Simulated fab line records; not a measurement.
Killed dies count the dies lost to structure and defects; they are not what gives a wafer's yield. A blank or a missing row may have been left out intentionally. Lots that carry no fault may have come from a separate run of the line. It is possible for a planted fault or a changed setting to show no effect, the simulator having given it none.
2 desks looking at one fault || flow rit_cmos || numbers are kept per desk, each desk with only its own; the story behind them comes last

FOR THE TOOL OWNER'S DESK: rie_diel-03
The tool's own readings at RIT_ACTIVE_ETCH_13 (etches Si3N4 in SF6, stops on SiO2, time 210 s, target depth 210 nm): means of the sampled wafers that have a number, for each lot that ran on this tool. A lot is out of limits, marked OUT, if its mean lies more than 4 standard deviations from the usual mean; the brackets give that distance.
Columns: A = chamber_pressure_mTorr at RIT_ACTIVE_ETCH_13, usual 260.01 mTorr; B = drypump_motor_current_A at RIT_ACTIVE_ETCH_13, usual 5.7 A; C = oes_product_au at RIT_ACTIVE_ETCH_13, usual 0.816 a.u.; D = throttle_valve_pct at RIT_ACTIVE_ETCH_13, usual 7.46 %
{"lot": "L171", "first seen here": "day 1 19:43", "A": 259.86, "B": 5.4, "C": 0.819, "D": 7.36}
{"lot": "L189", "first seen here": "day 5 14:38", "A": 260.12, "B": 5.9, "C": 0.820, "D": 7.42}
This desk found nothing out of limits on any of the 2 lots.

FROM THE METROLOGY DESK
Lot by lot, what the gauges showed, no matter which tool ran the lot: averages of those sampled wafers that carry a number. A lot is out of limits, marked OUT, if its mean lies more than 4 standard deviations from the usual mean; the brackets give that distance.
Columns: A = ACTIVE_OXIDE_THK at RIT_ACTIVE_THK_MEAS_02, usual 50.1 nm; B = ACTIVE_NITRIDE_THK at RIT_ACTIVE_THK_MEAS_04, usual 149.9 nm; C = cd_nm at RIT_ACTIVE_CD_MEAS_11, usual 1399.8 nm; D = cd_nm at RIT_ACTIVE_CD_MEAS_90, usual 1399.8 nm; E = FOX1_OXIDE_THK at RIT_FOX1_THK_MEAS_01, usual 350 nm; F = FOX2_OXIDE_THK at RIT_FOX2_THK_MEAS_01, usual 349 nm; G = FIELD_OXIDE_LEFT_1_THK at RIT_FOX2_THK_MEAS_90, usual 321 nm
{"lot": "L171", "first seen here": "day 1 17:04", "A": 49.9, "B": 150.7, "C": 1401.4, "D": 1401.3, "E": 342, "F": 338, "G": 311}
{"lot": "L172", "first seen here": "day 1 22:11", "A": 50.5, "B": 153.3, "C": 1400.4, "D": 1400.0, "E": 345, "F": 346, "G": 319}
{"lot": "L187", "first seen here": "day 5 01:03", "A": 50.8, "B": 147.6, "C": 1397.4, "D": 1397.8, "E": 357, "F": 353, "G": 326}
{"lot": "L188", "first seen here": "day 5 07:19", "A": 50.9, "B": 150.2, "C": 1396.7, "D": 1396.5, "E": 348, "F": 347, "G": 319}
{"lot": "L189", "first seen here": "day 5 11:09", "A": 50.5, "B": 150.2, "C": 1401.3, "D": 1401.4, "E": 353, "F": 348, "G": 321}
This desk found nothing out of limits on any of the 5 lots.

BROUGHT TOGETHER
Nothing out of limits was seen by the tool owner's desk.
The metrology desk saw nothing out of limits.

WHAT THE SIMULATOR PUT IN
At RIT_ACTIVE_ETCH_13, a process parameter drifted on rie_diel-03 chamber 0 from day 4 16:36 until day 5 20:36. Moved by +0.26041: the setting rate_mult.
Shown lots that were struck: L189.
